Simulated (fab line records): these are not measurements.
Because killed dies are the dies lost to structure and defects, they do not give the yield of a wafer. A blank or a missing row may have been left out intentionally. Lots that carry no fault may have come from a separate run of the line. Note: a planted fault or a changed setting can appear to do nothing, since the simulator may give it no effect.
Commonality check across tools -- flow rit-cmos -- Lots sampled 14, wafers sampled 42

WHY THIS WAS OPENED
At RIT_SPACER_THK_MEAS_04 the reading SPACER_NITRIDE_THK is flagged on 2 of 14 lots. Fault-free wafers read 248.2 nm, with a standard deviation of 2.
Rule: a lot is flagged when every wafer of it that has a number lies more than 4 standard deviations from that mean, or none has a number. As for the other lots, they are considered sound.

lot,measured,on,"SPACER_NITRIDE_THK (nm), wafer by wafer",flag
L900,day 3 08:42,film-metro-04,247.3 247.6 247.6,
L901,day 3 13:19,film-metro-01,249.7 250.0 247.9,
L902,day 3 18:34,film-metro-01,249.2 246.3 249.4,
L903,day 4 00:20,film-metro-04,248.2 249.7 249.0,
L904,day 4 07:01,film-metro-01,245.5 247.8 247.8,
L905,day 4 09:38,film-metro-04,246.6 249.1 248.4,
L906,day 4 13:25,film-metro-01,246.4 247.7 248.5,
L907,day 4 21:04,film-metro-04,245.9 246.2 247.7,
L908,day 4 22:01,film-metro-04,248.5 250.6 248.1,
L909,day 5 02:38,film-metro-04,81.6 82.7 78.8,FLAGGED
L910,day 5 06:28,film-metro-04,248.7 247.1 249.5,
L914,day 5 22:17,film-metro-04,83.9 84.4 82.3,FLAGGED
L917,day 6 17:18,film-metro-01,249.1 247.2 248.3,
L918,day 6 22:11,film-metro-01,249.4 246.9 250.1,
The mean of the flagged lots' numbers is 82.3 nm, -165.9 nm from the usual (-83 standard deviations).

TOOL THAT RAN EACH LOT
The record holds 1 process step before the reading, out of a route of 202 steps. Cell contents, in order: the tool; ch with the chambers the sampled wafers went through; the start.
lot,flag,RIT_SPACER_CVD_03
L900,,"lpcvd-02 ch 0, day 3 06:47"
L901,,"lpcvd-01 ch 0, day 3 11:24"
L902,,"lpcvd-01 ch 0, day 3 16:38"
L903,,"lpcvd-01 ch 1, day 3 22:24"
L904,,"lpcvd-02 ch 0, day 4 05:05"
L905,,"lpcvd-01 ch 0, day 4 07:41"
L906,,"lpcvd-02 ch 1, day 4 11:30"
L907,,"lpcvd-02 ch 0, day 4 19:07"
L908,,"lpcvd-01 ch 0, day 4 20:05"
L909,FLAGGED,"lpcvd-02 ch 0, day 5 00:43"
L910,,"lpcvd-01 ch 1, day 5 04:34"
L914,FLAGGED,"lpcvd-02 ch 0, day 5 20:22"
L917,,"lpcvd-01 ch 1, day 6 15:22"
L918,,"lpcvd-01 ch 1, day 6 20:15"
What the steps here do:
- RIT_SPACER_CVD_03: deposits Si3N4 from SiH2Cl2/NH3, target thk 250 nm, time 3300 s.
- RIT_SPACER_THK_MEAS_04

FLAGGED OVER TOTAL, TOOL BY TOOL (the gauges that took the reading come last)
step,tool,lots run,flagged,share of the flagged lots,sound lots run after its first flagged lot
RIT_SPACER_CVD_03,lpcvd-01,8,0,none,-
RIT_SPACER_CVD_03,lpcvd-02,6,2,all,0
RIT_SPACER_THK_MEAS_04,film-metro-01,6,0,none,-
RIT_SPACER_THK_MEAS_04,film-metro-04,8,2,all,1 (L910)

THE TABLE: WHAT IT ALLOWS
2 rows of the table ran every flagged lot: lpcvd-02 at RIT_SPACER_CVD_03, film-metro-04 at RIT_SPACER_THK_MEAS_04.
- lpcvd-02 at RIT_SPACER_CVD_03 ran 6 lots, 2 of them flagged. Last sound lot L907 at day 4 19:07, first flagged lot L909 at day 5 00:43; a fault beginning in between fits.
- film-metro-04 at RIT_SPACER_THK_MEAS_04 ran 8 lots, 2 of them flagged. Lots that were sound ran on it after the first flagged one (L910); a persistent fault on the entire tool would not allow that.
One tool is left: lpcvd-02 at RIT_SPACER_CVD_03.

WHAT HAD BEEN PUT IN BY THE SIMULATOR
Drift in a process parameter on lpcvd-02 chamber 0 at RIT_SPACER_CVD_03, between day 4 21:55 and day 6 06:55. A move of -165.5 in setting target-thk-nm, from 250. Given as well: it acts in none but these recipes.
Shown lots that were struck: L909, L914. The rule given above showed the same thing.
